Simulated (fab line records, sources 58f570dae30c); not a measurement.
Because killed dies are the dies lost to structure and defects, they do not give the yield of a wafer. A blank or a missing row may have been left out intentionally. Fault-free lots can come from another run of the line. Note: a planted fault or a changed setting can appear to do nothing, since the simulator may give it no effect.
Which tool was responsible? | flow berkeley-cmos170 | 7 lots, 21 wafers sampled, at 3 steps of a route of 331

WHAT THE GAUGES SHOWED, per wafer
UCB170_PVT_TW_MEAS_09.
lot  | measured     | on            | PVT_TW
L674 | day 6 23:40  | film-metro-01 | 508 508 509
L676 | day 7 11:00  | film-metro-03 | 513 510 510
L682 | day 8 14:52  | film-metro-03 | 30 30 30
L686 | day 9 21:51  | film-metro-03 | 506 507 506
L688 | day 10 20:13 | film-metro-03 | 510 510 511
L692 | day 11 05:53 | film-metro-01 | 514 517 515
L695 | day 12 01:05 | film-metro-03 | 510 508 507

TOOL THAT RAN EACH LOT (tool first, then ch and the chambers of the sampled wafers, then the start)
lot  | UCB170_NVT_STRIP_08                  | UCB170_PVT_STRIP_08
L674 | plasma-asher-03 ch 0,1, day 6 21:23  | plasma-asher-04 ch 0,1, day 6 23:34
L676 | plasma-asher-01 ch 0,1, day 7 08:17  | plasma-asher-01 ch 0,1, day 7 10:53
L682 | plasma-asher-01 ch 0,1, day 8 12:32  | plasma-asher-01 ch 0,1, day 8 14:46
L686 | plasma-asher-04 ch 0,1, day 9 20:05  | plasma-asher-04 ch 0,1, day 9 21:45
L688 | plasma-asher-03 ch 0,1, day 10 16:26 | plasma-asher-04 ch 0,1, day 10 20:06
L692 | plasma-asher-01 ch 1, day 11 04:17   | plasma-asher-01 ch 0,1, day 11 05:46
L695 | plasma-asher-01 ch 0,1, day 11 18:32 | plasma-asher-01 ch 0,1, day 12 01:00
- UCB170_NVT_STRIP_08: strips in O2.
- UCB170_PVT_STRIP_08: strips in O2.

THE ANSWER, worked out from the rows above alone
Rule: the lots themselves supply what counts as usual. The widest of any qualifying gaps counts: lots, ordered by their means at a reading, are off when they make up no more than a third of the lots, leave a main group of 4 or more, and stand apart from it by 3 or more times the standard deviation of that group's means. A main group is skipped when, at the precision printed for the reading in the tables above, its means are all equal. Also off: a lot with no number at a reading for which 4 or more lots have one. The other lots that the step has rows for count as sound.
Off: L682, at UCB170_PVT_TW_MEAS_09 (PVT_TW). The main group has a mean of 510 with a standard deviation of 2.8.
If a tool, at a process step before that reading, ran all the lots that are off and no sound lot after the first of them, it fits. Gauges at UCB170_PVT_TW_MEAS_09: tried the same way as those tools. None of those tried fits.

WHAT WAS PUT IN BY THE SIMULATOR
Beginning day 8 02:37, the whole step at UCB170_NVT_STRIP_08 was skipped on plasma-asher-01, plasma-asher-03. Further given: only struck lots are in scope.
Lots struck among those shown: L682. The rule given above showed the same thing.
